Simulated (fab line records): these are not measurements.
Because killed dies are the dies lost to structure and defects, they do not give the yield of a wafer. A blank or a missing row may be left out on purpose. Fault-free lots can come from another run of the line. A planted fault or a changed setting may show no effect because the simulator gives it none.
Problem report in the 8D (eight disciplines) form, filled by code ; flow berkeley-cmos170 ; the parts of the form that need people (team, actions taken, sign-off) are left out

## 1. THE PROBLEM
At UCB170_NLDD_CD_MEAS_06, cd-nm averages 1181.6 nm over 6 wafers from 2 lots, while fault-free wafers read 1199.8 nm, standard deviation 1.2. That puts it -15 standard deviations away from the usual mean.
The step: target cd 1200 nm.
First observed at day 8 04:23: wafer L252.1, on cd-sem-01. Wafers with a number at this step in the record: 42, from 14 lots. Rule for "out" (also "out of limits"): further than 4 standard deviations from the usual mean. Any other wafer with a number is counted as sound.

## 2. WHAT IT IS AND WHAT IT IS NOT
question;is;is not
which readings at this step;cd-nm;-
which lots;L252, L254;L244, L245, L246, L247, L248, L250, L253, L259, L262, L263, L265, L267
which wafers of those lots;all that have a number;-
read on which gauges;cd-sem-01, cd-sem-02;-
when;from day 8 04:23;"up to then (18 sound wafers); but 18 sound wafers of L253, L259, L262, L263, L265, L267 came after"

## 3. SUSPECTS, AND WHAT RULES EACH OUT
Counting: any tool at a process step up to the reading is kept as a suspect provided that every lot that is out went through it and no sound lot did after the first of them.
- the gauge at UCB170_NLDD_CD_MEAS_06: ruled out. The wafers that are out were read on 2 gauges (cd-sem-01, cd-sem-02).
- litho-track-01 at UCB170_NLDD_SOFTBAKE_02 (time 60 s): ruled out as a lasting fault. After its first lot that is out, L252 (day 8 03:44), sound lots L267 ran on it.
Left after counting: nothing in the record.

## 4. THE CAUSE (what the simulator had put in)
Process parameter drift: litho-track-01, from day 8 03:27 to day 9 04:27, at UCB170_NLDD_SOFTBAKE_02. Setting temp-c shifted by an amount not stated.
It was ruled out by counting, in error; the rule expects a fault to strike all lots run on its tool from its start on, and this fault did not.

## 5. THE CHAIN OF EFFECTS, in route order
Each row: a reading whose mean over the struck wafers that have a number lies more than 3 standard deviations from the usual. Readings are gone through only where the record gives a usual standard deviation; hours: the median, over the lots, of the time from a lot's start at the first step in this table giving one to that lot's start at this step; sigmas: the change measured in usual standard deviations.
hours;step;reading;usual;on struck wafers;change;sigmas
0;UCB170_NLDD_SOFTBAKE_02;heater-power-total-W;56.80 W;51.35;-5.45;-99 or more
0;UCB170_NLDD_SOFTBAKE_02;plate-temp-C;130.00 C;120.23;-9.77;-81
1;UCB170_NLDD_CD_MEAS_06;cd-nm;1199.8 nm;1181.6;-18.2;-15
1;UCB170_NLDD_STRIP_10;strip-time-to-endpoint-s;21.68 s;22.05;+0.37;+4.8
Its process steps:
- UCB170_NLDD_SOFTBAKE_02: time 60 s.
- UCB170_NLDD_STRIP_10: strips in O2.

## 6. HOW IT WOULD HAVE BEEN CAUGHT EARLIER
In this record the first reading out of limits at a measuring or inspecting step was taken at day 8 04:23, 1 hour after the fault began at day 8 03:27.
At UCB170_NLDD_SOFTBAKE_02, the tool's own readings (heater-power-total-W, plate-temp-C) were out on each struck wafer the step has a row for, so an alarm limit on them would have fired on the first such wafer.
